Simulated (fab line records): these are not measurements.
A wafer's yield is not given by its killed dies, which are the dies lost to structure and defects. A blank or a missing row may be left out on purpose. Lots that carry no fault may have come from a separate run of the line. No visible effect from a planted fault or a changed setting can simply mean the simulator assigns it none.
Which of the tools did it?	flow berkeleyCmos170	Sampling: 14 lots, 42 wafers, 5 of 331 route steps

== WHAT EACH GAUGE READ, for each wafer ==
UCB170_ACTIVE_CD_MEAS_13: target cd 1200 nm.
lot	measured	on	cdNm (nm)
L108	day 4 09:06	cdSem-02	1200.9 1199.9 1200.4
L109	day 4 14:34	cdSem-01	1199.8 1199.8 1201.0
L111	day 4 14:47	cdSem-02	1202.2 1202.4 1202.6
L112	day 5 06:25	cdSem-01	1201.2 1199.9 1203.2
L114	day 5 23:21	cdSem-02	1197.6 1198.4 1198.3
L117	day 6 02:49	cdSem-02	1201.6 1199.7 1198.8
L115	day 6 03:00	cdSem-01	1203.2 1202.5 1202.5
L118	day 6 11:49	cdSem-01	1199.9 1200.1 1200.1
L123	day 7 15:55	cdSem-01	1201.0 1198.9 1199.8
L125	day 7 22:05	cdSem-02	1198.9 1199.6 1198.8
L127	day 8 02:26	cdSem-02	1200.6 1200.4 1200.7
L126	day 8 02:36	cdSem-01	1202.5 1202.1 1200.3
L129	day 8 18:46	cdSem-02	1201.4 1201.1 1201.0
L130	day 9 08:18	cdSem-01	1200.7 1200.0 1200.4

UCB170_SILICIDE_RS_MEAS_02: uses a four-point probe to measure.
lot	measured	on	SILICIDE_TI_RS (ohm/sq)
L108	day 7 05:47	filmMetro-02	26.0 26.2 26.2
L109	day 7 06:28	filmMetro-03	26.5 26.8 26.8
L111	day 7 05:36	filmMetro-02	26.4 26.3 26.1
L112	day 7 17:54	filmMetro-02	25.8 25.2 25.6
L114	day 8 23:23	filmMetro-02	- - -
L117	day 9 00:40	filmMetro-02	25.3 25.1 25.1
L115	day 8 23:08	filmMetro-01	25.9 26.1 25.8
L118	day 8 23:52	filmMetro-02	- - -
L123	day 10 03:11	filmMetro-02	26.2 26.2 26.2
L125	day 10 14:17	filmMetro-02	25.9 25.9 26.0
L127	day 10 14:51	filmMetro-03	26.4 26.4 26.5
L126	day 10 14:06	filmMetro-02	25.9 25.3 25.7
L129	day 11 13:31	filmMetro-02	26.1 26.2 26.3
L130	day 12 01:54	filmMetro-03	26.4 26.1 25.9

UCB170_SILICIDE_THK_MEAS_03: measures by xrf.
lot	measured	on	SILICIDE_TI_THK (nm)
L108	day 7 05:54	filmMetro-02	30.2 30.1 30.0
L109	day 7 06:35	filmMetro-03	29.5 29.2 29.1
L111	day 7 05:43	filmMetro-02	29.8 30.1 29.9
L112	day 7 18:01	filmMetro-02	30.3 31.1 30.4
L114	day 8 23:31	filmMetro-02	<0.0 <0.0 <0.0
L117	day 9 00:47	filmMetro-02	30.8 31.1 31.0
L115	day 8 23:14	filmMetro-01	30.3 30.1 30.3
L118	day 8 23:59	filmMetro-02	<0.0 <0.0 <0.0
L123	day 10 03:18	filmMetro-02	30.0 29.9 29.8
L125	day 10 14:23	filmMetro-02	30.2 30.2 30.1
L127	day 10 14:58	filmMetro-03	29.6 29.8 29.6
L126	day 10 14:13	filmMetro-02	30.5 30.8 30.4
L129	day 11 13:38	filmMetro-02	30.2 29.9 29.9
L130	day 12 02:00	filmMetro-03	29.8 30.2 30.3

== WHAT TOOL EACH LOT RAN ON (gives the tool, then ch and the chambers of the sampled wafers, and finally the start) ==
lot	UCB170_ACTIVE_ETCH_15	UCB170_SILICIDE_SPUTTER_01
L108	rieDiel-01 ch 0,1, day 4 09:16	pvdSputter-03, day 7 05:42
L109	rieDiel-01 ch 0,1,3, day 4 14:43	pvdSputter-01, day 7 06:26
L111	rieDiel-02 ch 0,2,3, day 4 14:56	pvdSputter-04, day 7 05:32
L112	rieDiel-03 ch 0,2,3, day 5 06:33	pvdSputter-04, day 7 17:51
L114	rieDiel-01 ch 0,1,3, day 5 23:31	pvdSputter-03, day 8 23:22
L117	rieDiel-03 ch 0,2, day 6 02:59	pvdSputter-04, day 9 00:38
L115	rieDiel-02 ch 0,1,3, day 6 03:11	pvdSputter-04, day 8 23:03
L118	rieDiel-03 ch 1,2,3, day 6 11:58	pvdSputter-01, day 8 23:49
L123	rieDiel-03 ch 0,3, day 7 16:03	pvdSputter-01, day 10 03:08
L125	rieDiel-01 ch 0,1,3, day 7 22:13	pvdSputter-03, day 10 14:14
L127	rieDiel-03 ch 0,3, day 8 02:35	pvdSputter-03, day 10 14:48
L126	rieDiel-02 ch 0,1,2, day 8 02:44	pvdSputter-04, day 10 14:03
L129	rieDiel-02 ch 0,1,3, day 8 18:56	pvdSputter-01, day 11 13:29
L130	rieDiel-01 ch 1,3, day 9 08:25	pvdSputter-03, day 12 01:50
- UCB170_ACTIVE_ETCH_15: etches Si3N4 in CH3F/Ar/O2, stops on SiO2, target depth 242 nm, time 151 s.
- UCB170_SILICIDE_SPUTTER_01: material Ti, target thk 30 nm, time 25 s.

== WHAT THE TOOLS THEMSELVES READ (means of the sampled wafers that have a number; where no wafer has one, the mark that the record gives instead) ==
UCB170_ACTIVE_ETCH_15.
lot	tool	drypumpMotorCurrentA (A)	oesProductAu (a.u.)	throttleValvePct (%)
L108	rieDiel-01	5.1	0.941	7.96
L109	rieDiel-01	5.3	0.937	8.03
L111	rieDiel-02	5.7	0.929	8.01
L112	rieDiel-03	5.4	0.932	8.00
L114	rieDiel-01	5.2	0.949	8.02
L117	rieDiel-03	5.6	0.934	8.00
L115	rieDiel-02	5.8	0.935	8.06
L118	rieDiel-03	5.7	0.930	8.02
L123	rieDiel-03	5.2	0.924	7.97
L125	rieDiel-01	5.2	0.941	8.02
L127	rieDiel-03	5.2	0.941	7.98
L126	rieDiel-02	5.7	0.947	7.99
L129	rieDiel-02	5.8	0.931	8.06
L130	rieDiel-01	5.7	0.944	8.14

UCB170_SILICIDE_SPUTTER_01.
lot	tool	cathodeDcPowerW (W)	chamberPressurePa (Pa)	throttleValvePct (%)
L108	pvdSputter-03	1500.0	0.5003	30.0
L109	pvdSputter-01	1500.1	0.4991	31.0
L111	pvdSputter-04	1500.0	0.4995	29.7
L112	pvdSputter-04	1500.3	0.5005	29.8
L114	pvdSputter-03	-	-	-
L117	pvdSputter-04	1500.1	0.4995	29.9
L115	pvdSputter-04	1499.4	0.4999	30.2
L118	pvdSputter-01	-	-	-
L123	pvdSputter-01	1499.8	0.5010	30.5
L125	pvdSputter-03	1499.8	0.5006	29.9
L127	pvdSputter-03	1499.8	0.5008	30.0
L126	pvdSputter-04	1499.9	0.4990	30.0
L129	pvdSputter-01	1499.9	0.5014	30.4
L130	pvdSputter-03	1499.9	0.4994	30.5

== THE ANSWER, worked out from the rows above alone ==
Rule: what is usual is taken from the lots themselves. The widest of any qualifying gaps counts: lots, ordered by their means at a reading, are off when they make up no more than a third of the lots, leave a main group of 4 or more, and stand apart from it by 3 or more times the standard deviation of that group's means. The tables above print the reading to a certain number of digits; a main group whose means all agree to those digits is not used. A lot without any number at a reading at which 4 lots or more have one is off too. All remaining lots with rows at the step are treated as sound. The gauges are gone through in route order, then the tools' own readings, and for those a lot's mean is taken as printed above. At the first step where some lot is off, the reading lying furthest off is the one used; lots without a number count as furthest.
Off: L114, L118, at UCB170_SILICIDE_RS_MEAS_02 (SILICIDE_TI_RS). Without a number there: L114, L118. For the main group the mean is 26.0 ohm/sq and the standard deviation 0.4.
A tool fits if, at a process step before that reading, it ran every lot that is off, and no sound lot after the first of them. Not tried: the gauges at UCB170_SILICIDE_RS_MEAS_02; whatever is off there is also off at UCB170_SILICIDE_SPUTTER_01, on other tools, and gauge error can't account for it. Not one of the candidates tried fits.

== WHAT WAS PUT IN BY THE SIMULATOR ==
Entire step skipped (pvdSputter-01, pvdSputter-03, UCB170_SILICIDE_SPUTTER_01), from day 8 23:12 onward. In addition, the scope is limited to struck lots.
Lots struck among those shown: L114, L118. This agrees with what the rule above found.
